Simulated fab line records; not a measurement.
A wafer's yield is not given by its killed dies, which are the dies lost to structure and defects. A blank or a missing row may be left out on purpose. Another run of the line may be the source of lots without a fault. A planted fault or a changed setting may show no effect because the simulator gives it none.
Problem report, 8D (eight disciplines) form, completed by code | flow rit-cmos | the parts of the form that need people (team, actions taken, sign-off) are left out

1. WHAT WENT WRONG
Wafers without a fault read 900 C, standard deviation 0.085; tube-center-temp-C at RIT_GATE_OXIDATION_05 reads a mean of 895 C on 6 wafers belonging to 2 lots. Measured from the usual mean, that is -59 standard deviations.
The step: target thk 3 nm, ox time 270 s.
Earliest sighting: wafer L172.3 on furnace-04 at day 4 03:24. Wafers with a number at this step in the record: 39, from 13 lots. Rule for "out", or "out of limits": more than 4 standard deviations from the usual mean. Any other wafer with a number is counted as sound.

2. WHAT IT IS, WHAT IT ISN'T
question                    | is                                         | is not
which readings at this step | tube-center-temp-C, tube_center_temp_C_max | -
which lots                  | L172, L174                                 | L164, L165, L166, L167, L169, L179, L180, L183, L185, L186, L187
which wafers of those lots  | all that have a number                     | -
read on which tools         | furnace-04                                 | furnace-01, furnace-02
when                        | from day 4 03:24                           | up to then (15 sound wafers); but 18 sound wafers of L179, L180, L183, L185, L186, L187 came after

3. WHAT RULES OUT EACH SUSPECT
Counting: a tool at a process step up to the reading stays a suspect if it ran every lot that is out and no sound lot after the first of them.
- furnace-04 at RIT_GATE_OXIDATION_05 (target thk 3 nm, ox time 270 s): kept. Every lot that is out went through it, starting with L172 (day 4 03:24), and after that it ran no sound lot; the last sound lot it ran before then is L167 (day 3 00:29). Its own readings are out on those wafers: tube-center-temp-C, tube_center_temp_C_max.
The count leaves furnace-04 at RIT_GATE_OXIDATION_05.

4. THE CAUSE (what the simulator had put in)
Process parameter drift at RIT_GATE_OXIDATION_05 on furnace-04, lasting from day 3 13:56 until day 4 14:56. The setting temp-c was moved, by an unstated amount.
The count eliminated every tool but this one.

5. THE EFFECT CHAIN, in route order
Each row: a reading where the mean over the struck wafers with a number is more than 3 standard deviations away from the usual. Only readings whose record carries a usual standard deviation are examined. hours: median over the lots of the time between each lot's start at the first step of this table that gives one and its start at this step. sigmas: the change, counted in usual standard deviations.
hours | step                  | reading                | usual   | on struck wafers | change | sigmas
0     | RIT_GATE_OXIDATION_05 | spike-tc-centre-C      | 903.3 C | 898.9            | -4.4   | -3.7
0     | RIT_GATE_OXIDATION_05 | tube-center-temp-C     | 900 C   | 895              | -5     | -59
0     | RIT_GATE_OXIDATION_05 | tube_center_temp_C_max | 902.3   | 897.2            | -5.1   | -13
Its process steps:
- RIT_GATE_OXIDATION_05: target thk 3 nm, ox time 270 s.

6. WHAT WOULD HAVE CAUGHT IT SOONER
In this record the first reading out of limits was taken at day 4 03:24, 13 hours after the fault began at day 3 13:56.
